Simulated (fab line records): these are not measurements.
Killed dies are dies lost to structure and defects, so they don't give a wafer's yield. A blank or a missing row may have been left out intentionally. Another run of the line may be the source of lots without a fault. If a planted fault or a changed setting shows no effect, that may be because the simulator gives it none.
fab line records    flow rit-cmos
record lots=5  wafers=15  last-day=6
route steps=202 shown NSD@139 PSD@142 M1@202
lots that met no fault: taken from a fault-free run of the same line
start-h: hours from the record's opening day to when the first of the lot's shown wafers began    wait-h: hours elapsed since this lot's preceding step    " unchanged from the row above    L1.1+2: several wafers, shown together as one row    - no value, or no start was given    * or withheld: withheld    < > ~ a bound
route shown NAME@n: names a module that has steps shown in the file, with the first one's number in the route    usual: the fault-free wafers' mean and standard deviation    same: alike in all rows    chamber/n: place in a boat    sites: the reading at each site    _std_site: their standard deviation    _edge_site: the outer-site mean with the inner-site mean subtracted    radius-mm: how far each site lies from the wafer's centre    mask NAME#n: copy n    behind: tool/chamber where the wafer was last shaped    hold: cause of the lot's hold/its duration in hours/its outcome    device: names the non-switching transistor (n, p or np)    end of line: the route-end tests of the same wafers    for a step that has no rows: nothing shown but its recipe    killed: dies that structure and defects cost at the first sort, which is not the same as the wafer's yield    map: dies across one wafer; x = killed, . = not, _ = none there
set.NAME: the setting the step ran with; set.NAME@STEP: the setting that earlier step ran with    model.NAME: the simulator's own value behind a step, which no gauge read
lots at selected steps of the route; one table per step, one row per wafer
services: a tool's chamber out of use, with start hour (start-h, from the record's first day; less than 0 if before it), hours out, and reason
## steps
# step RIT_NSD_IMPLANT_08
# recipe species=P  energy-kev=25  dose-cm2=1e+15  tilt-deg=7
# step RIT_NSD_STRIP_09
# recipe chemistry=O2  time-s=180  resist=NOVOLAK  platen-temp-c=withheld  power-w=500  pressure-mtorr=4000  o2-flow-sccm=4000
# usual drypump-motor-current-A=6.3/0.31  run-length-s=208.2/0.55
lot.wafer  tool             chamber  start-h  wait-h  drypump-motor-current-A  rf-hours-counter-h  run-length-s
L608.2     plasma-asher-01  1        52.32    0.1     6.4                      44                  207.5
L608.5     "                0        "        "       5.7                      -                   209.4
L608.6     "                1        "        "       6.4                      -                   207.4
L610.3     plasma-asher-03  1        71.61    0.1     6.3                      -                   207.6
L610.4     "                0        "        "       6.8                      -                   207.9
L610.5     "                0        "        "       6.8                      -                   208.0
L615.2     plasma-asher-04  1        93.68    0.1     6.2                      30                  208.3
L615.3     "                0        "        "       6.0                      -                   209.2
L615.6     "                1        "        "       6.2                      -                   208.0
L622.1     plasma-asher-04  0        130.84   0.1     6.0                      34                  208.8
L622.3     "                1        "        "       6.2                      -                   207.6
L622.5     "                0        "        "       6.0                      -                   208.9
L623.1     plasma-asher-04  0        138.69   0.1     6.0                      36                  208.7
L623.5     "                0        "        "       6.0                      -                   208.6
L623.6     "                1        "        "       6.2                      -                   208.3
# step RIT_NSD_TW_MEAS_10
# usual NSD_TW=3102/16
lot.wafer  tool           chamber  start-h  wait-h  NSD_TW
L608.2     film-metro-03  -        52.50    0.1     3081
L608.5     "              -        "        "       3071
L608.6     "              -        "        "       3094
L610.3     film-metro-03  -        71.74    0.1     3090
L610.4     "              -        "        "       3086
L610.5     "              -        "        "       3090
L615.2     film-metro-03  -        93.87    0.1     3093
L615.3     "              -        "        "       3094
L615.6     "              -        "        "       3096
L622.1     film-metro-04  -        131.01   0.1     3106
L622.3     "              -        "        "       3091
L622.5     "              -        "        "       3102
L623.1     film-metro-04  -        138.87   0.1     3107
L623.5     "              -        "        "       3099
L623.6     "              -        "        "       3104
# step RIT_PSD_HMDS_00
# recipe prime-time-s=60  prime-temp-c=140
# step RIT_PSD_COAT_01
# recipe resist=NOVOLAK  spin-rpm=3250  resist-thk-nm=1000
# step RIT_PSD_SOFTBAKE_02
# recipe resist=NOVOLAK  temp-c=90  time-s=60
# step RIT_PSD_EXPOSE_03
# recipe mask-id=M10  na=0.57  target-cd-nm=40900  dose-mj=250
# step RIT_PSD_PEB_04
# recipe resist=NOVOLAK  temp-c=withheld  time-s=withheld
# step RIT_PSD_DEVELOP_05
# recipe resist=NOVOLAK  develop-time-s=50  dev-temp-c=23
# step RIT_PSD_OVL_MEAS_06
# usual PSD_OVL=-0.8/1.7
lot.wafer  tool        chamber  start-h  wait-h  PSD_OVL[nm]
L608.2     overlay-01  -        53.48    -       -0.9
L608.5     "           -        "        "       -2.5
L608.6     "           -        "        "       -2.4
L610.3     overlay-02  -        72.87    -       -1.9
L610.4     "           -        "        "       -1.4
L610.5     "           -        "        "       -3.0
L615.2     overlay-01  -        94.78    -       -1.3
L615.3     "           -        "        "       -0.8
L615.6     "           -        "        "       -0.4
L622.1     overlay-02  -        132.16   -       0.3
L622.3     "           -        "        "       -1.1
L622.5     "           -        "        "       1.1
L623.1     overlay-01  -        140.10   -       -2.9
L623.5     "           -        "        "       -3.9
L623.6     "           -        "        "       -1.8
# step RIT_PSD_HARDBAKE_07
# recipe resist=NOVOLAK  temp-c=140  time-s=60
# step RIT_PSD_IMPLANT_08
# recipe species=BF2  energy-kev=27  dose-cm2=5e+15  tilt-deg=7
# step RIT_PSD_STRIP_09
# recipe chemistry=O2  time-s=180  resist=NOVOLAK  platen-temp-c=withheld  power-w=500  pressure-mtorr=4000  o2-flow-sccm=4000
# usual drypump-motor-current-A=6.02/0.25  run-length-s=208.2/0.64
lot.wafer  tool             chamber  start-h  wait-h  drypump-motor-current-A  rf-hours-counter-h  run-length-s  model.NOVOLAK_of_PSD_COAT_01.thk-nm
L608.2     plasma-asher-04  0        53.81    0.1     6.05                     27                  209.4         0
L608.5     "                0        "        "       6.02                     -                   208.9         0
L608.6     "                1        "        "       6.20                     -                   207.9         0
L610.3     plasma-asher-04  1        73.26    0.1     6.19                     -                   207.7         0
L610.4     "                0        "        "       6.01                     -                   208.6         0
L610.5     "                1        "        "       6.21                     -                   207.6         0
L615.2     plasma-asher-04  0        95.21    0.1     6.01                     30                  117.7         184.1
L615.3     "                0        "        "       6.00                     -                   117.7         186.5
L615.6     "                0        "        "       5.99                     -                   117.4         182.1
L622.1     plasma-asher-02  1        132.50   0.1     5.86                     44                  208.3         0
L622.3     "                0        "        "       5.65                     -                   207.4         0
L622.5     "                0        "        "       5.65                     -                   207.5         0
L623.1     plasma-asher-01  1        140.43   0.1     6.40                     3                   207.2         0
L623.5     "                0        "        "       5.62                     -                   208.9         0
L623.6     "                1        "        "       6.41                     -                   207.5         0
# step RIT_PSD_TW_MEAS_10
# usual PSD_TW=3416/21
lot.wafer  tool           chamber  start-h  wait-h  PSD_TW
L608.2     film-metro-01  -        54.00    0.1     3432
L608.5     "              -        "        "       3436
L608.6     "              -        "        "       3423
L610.3     film-metro-03  -        73.39    0.1     3408
L610.4     "              -        "        "       3413
L610.5     "              -        "        "       3413
L615.2     film-metro-01  -        95.39    0.1     3430
L615.3     "              -        "        "       3418
L615.6     "              -        "        "       3398
L622.1     film-metro-01  -        132.67   0.1     3422
L622.3     "              -        "        "       3455
L622.5     "              -        "        "       3445
L623.1     film-metro-03  -        140.61   0.1     3390
L623.5     "              -        "        "       3395
L623.6     "              -        "        "       3381
# step RIT_M1_PROBE_99
# usual killed-at-contacts=0.1/0.27  killed-at-front-end=6/3  killed-dies=7/3  killed-on-rim=1.7/1.4  killed-open=3.1/2  killed-short=3.4/2
# same gross-dies=264  killed_at_M0_to_M3=0  killed_at_M4_up=0  killed-at-back-side=0  killed-at-other=0
lot.wafer  tool       chamber  start-h  wait-h  killed-at-contacts  killed-at-front-end  killed-dies  killed-on-rim  killed-open  killed-short
L610.3     prober-02  -        81.54    0.2     0                   4                    4            2              1            3
L610.4     prober-02  -        81.59    0.2     0                   3                    3            1              2            1
L610.5     prober-02  -        81.64    0.2     0                   3                    3            0              1            2
L615.2     prober-01  -        103.38   0.1     0                   264                  264          70             4            7
L615.3     prober-01  -        103.43   0.2     0                   264                  264          70             9            4
L615.6     prober-01  -        103.58   0.2     0                   264                  264          70             6            3
L622.1     prober-02  -        140.71   0.1     0                   10                   10           4              1            9
L622.3     prober-02  -        140.81   0.2     0                   10                   10           1              7            3
L622.5     prober-02  -        140.91   0.2     0                   13                   13           7              3            10
L623.5     prober-02  -        150.55   0.2     0                   5                    5            1              2            3
# killed by level:class
L610.3 FOX2:geometric-particle:short=1 GATE:geometric-particle:short=1 GATE:geometric-particle:open=1 SPACER:geometric-particle:short=1
L610.4 GATE:geometric-particle:open=1 GATE:geometric-particle:short=1 REOX:geometric-particle:open=1
L610.5 SPACER:geometric-particle:short=2 FOX2:geometric-particle:open=1
L615.2 SDANNEAL:area-rta=253 GATE:geometric-particle:short=3 FOX1:geometric-particle:open=2 FOX1:geometric-particle:short=2 SPACER:geometric-particle:short=2 SILICIDE:geometric-particle:open=2
L615.3 SDANNEAL:area-rta=251 GATE:geometric-particle:open=5 SPACER:geometric-particle:open=2 SILICIDE:geometric-particle:short=2 FOX2:geometric-particle:open=1 GATE:geometric-particle:short=1 REOX:geometric-particle:short=1 REOX:geometric-particle:open=1
L615.6 SDANNEAL:area-rta=255 GATE:geometric-particle:open=2 SILICIDE:geometric-particle:short=2 FOX1:geometric-particle:short=1 FOX2:geometric-particle:open=1 REOX:geometric-particle:open=1 SPACER:geometric-particle:open=1 SILICIDE:geometric-particle:open=1
L622.1 GATE:geometric-particle:short=4 FOX1:geometric-particle:short=2 REOX:geometric-particle:short=1 SPACER:geometric-particle:open=1 SPACER:geometric-particle:short=1 SILICIDE:geometric-particle:short=1
L622.3 GATE:geometric-particle:open=4 REOX:geometric-particle:short=2 FOX2:geometric-particle:open=1 GATE:geometric-particle:short=1 SPACER:geometric-particle:open=1 SILICIDE:geometric-particle:open=1
L622.5 REOX:geometric-particle:short=4 FOX2:geometric-particle:short=2 GATE:geometric-particle:short=2 FOX1:geometric-particle:short=1 GATE:geometric-particle:open=1 REOX:geometric-particle:open=1 SILICIDE:geometric-particle:open=1 SILICIDE:geometric-particle:short=1
L623.5 FOX1:geometric-particle:short=2 FOX1:geometric-particle:open=1 GATE:geometric-particle:short=1 SPACER:geometric-particle:open=1
# map L615.2 (x killed, . not)
________xxxxxxx_______
_____xxxxxxxxxxxxx____
____xxxxxxxxxxxxxxx___
___xxxxxxxxxxxxxxxxx__
__xxxxxxxxxxxxxxxxxxx_
__xxxxxxxxxxxxxxxxxxx_
_xxxxxxxxxxxxxxxxxxxxx
_xxxxxxxxxxxxxxxxxxxxx
_xxxxxxxxxxxxxxxxxxxxx
_xxxxxxxxxxxxxxxxxxxxx
__xxxxxxxxxxxxxxxxxxx_
__xxxxxxxxxxxxxxxxxxx_
___xxxxxxxxxxxxxxxxx__
____xxxxxxxxxxxxxxx___
_____xxxxxxxxxxxxx____
________xxxxxxx_______
# map L608.2 (x killed, . not)
________......._______
_____...........x.____
____...............___
___.................__
__........x.........._
__..................._
_.....................
_.....................
_.................x...
_.....................
__.......x..........._
__..................._
___..........x......__
____...............___
_____....x........____
________......._______
## services
tool             chamber  start-h  hours  kind
plasma-asher-03  -        56.59    2.4    repair
plasma-asher-02  -        105.02   4.3    repair
plasma-asher-01  -        108.75   9.0    pm
plasma-asher-01  0        108.75   9.0    vent-cycle
plasma-asher-01  1        108.75   9.0    vent-cycle
plasma-asher-01  0        117.75   -      clean
plasma-asher-01  1        117.75   -      clean
plasma-asher-02  -        135.24   0.7    repair
## key
first-sign step=RIT_PSD_STRIP_09  reading=run-length-s  direction=down  sigmas=99+  usual=*  struck=*
effect step=RIT_M1_PROBE_99  reading=killed-at-front-end  direction=up  sigmas=85  usual=6  struck=264
model-effect step=RIT_PSD_STRIP_09  value=NOVOLAK_of_PSD_COAT_01.thk-nm  without=0  struck=184.2
more-kills-born-at RIT_SDANNEAL_RTA_03@rtp-anneal-01=759
met-at RIT_PSD_STRIP_09
struck-wafers L615.2,L615.3,L615.6
later-rows-left-out L615.2,L615.3,L615.6
tester-left-out L615
onset-between 73.26 95.21
fault kind=strip-aborted  tool=plasma-asher-04  chamber=-  onset-h=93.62  steps=RIT_PSD_STRIP_09  offset=0.35  end-h=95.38
# tester-left-out: of these lots the tester's yield and bins aren't shown, on N5 and GAA mostly nor the transistor test; their killed dies are dies lost to structure and defects alone, not to doping, threshold or leakage, so they don't give the yield
# later-rows-left-out: the simulator's readings of these wafers behind a module that went badly wrong aren't trusted and aren't shown, but for the sort
